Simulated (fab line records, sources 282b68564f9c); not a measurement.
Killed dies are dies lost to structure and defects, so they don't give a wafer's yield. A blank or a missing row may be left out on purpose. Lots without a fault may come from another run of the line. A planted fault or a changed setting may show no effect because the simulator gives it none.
Split-lot experiment | flow rit_cmos | 5 lots, 23 wafers read, on a route of 202 steps

THE SPLIT
At RIT_FOX1_OXIDATION_00 (target thk 350.7 nm, ox time 1130 s), the setting temp_c was moved away from the recipe's 1100 C on 15 of the 23 wafers read, by +1.0% to +2.6%. The other wafers ran this setting at the recipe's value.

The file shows no step between the split and the reading.

THE READING
FOX1_OXIDE_THK, in nm, at RIT_FOX1_THK_MEAS_01. Fault-free wafers of this fab line usually give 354 nm, standard deviation 4.5 nm.

wafer  | tool, chamber at the split | temp_c as run, C | against the recipe | FOX1_OXIDE_THK, nm | against lot-mates on the recipe
L075.2 | -, -                       | 1114             | +1.3%              | 374                | no lot-mate on the recipe
L075.3 | -, -                       | 1114             | +1.3%              | 376                | no lot-mate on the recipe
L075.4 | -, -                       | 1114             | +1.3%              | 375                | no lot-mate on the recipe
L075.5 | -, -                       | 1114             | +1.3%              | 371                | no lot-mate on the recipe
L075.6 | -, -                       | 1114             | +1.3%              | 376                | no lot-mate on the recipe
L076.1 | -, -                       | 1100             | recipe             | 354                | -
L076.2 | -, -                       | 1100             | recipe             | 356                | -
L076.3 | -, -                       | 1100             | recipe             | 347                | -
L076.5 | -, -                       | 1100             | recipe             | 358                | -
L076.6 | -, -                       | 1100             | recipe             | 348                | -
L077.1 | -, -                       | 1129             | +2.6%              | 391                | no lot-mate on the recipe
L077.3 | -, -                       | 1129             | +2.6%              | 394                | no lot-mate on the recipe
L077.4 | -, -                       | 1129             | +2.6%              | 394                | no lot-mate on the recipe
L077.5 | -, -                       | 1129             | +2.6%              | 402                | no lot-mate on the recipe
L077.6 | -, -                       | 1129             | +2.6%              | 398                | no lot-mate on the recipe
L080.1 | -, -                       | 1111             | +1.0%              | 371                | no lot-mate on the recipe
L080.2 | -, -                       | 1111             | +1.0%              | 378                | no lot-mate on the recipe
L080.3 | -, -                       | 1111             | +1.0%              | 372                | no lot-mate on the recipe
L080.4 | -, -                       | 1111             | +1.0%              | 370                | no lot-mate on the recipe
L080.6 | -, -                       | 1111             | +1.0%              | 372                | no lot-mate on the recipe
L081.2 | furnace-04, 0              | 1100             | recipe             | 356                | -
L081.3 | furnace-04, 0              | 1100             | recipe             | 352                | -
L081.4 | furnace-04, 0              | 1100             | recipe             | 362                | -

THE FIT
A straight line over all 23 wafers: FOX1_OXIDE_THK changes by +15.8 nm for each +1% of temp_c; r = +0.97; the points scatter about the line by 4 nm.
Too few moved wafers have a lot-mate on the recipe to fit a line with each lot's own level taken away.

THE WHOLE CHAIN: every reading that the file lists as answering this split, in the file's order
step                  | what it does                        | reading                                                                           | change (the file's fit)              | r (the file's)
RIT_FOX1_OXIDATION_00 | target thk 350.7 nm, ox time 1130 s | SiO2_of_FOX1_OXIDATION_00.thk_nm (the simulator's own value, which no gauge read) | +15.8 nm for each +1% of the setting | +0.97
RIT_FOX1_THK_MEAS_01  |                                     | FOX1_OXIDE_THK                                                                    | +15.7 for each +1% of the setting    | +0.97

THE FILE'S OWN FIT
FOX1_OXIDE_THK changes by +15.7 nm for each +1% of temp_c, r = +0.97.
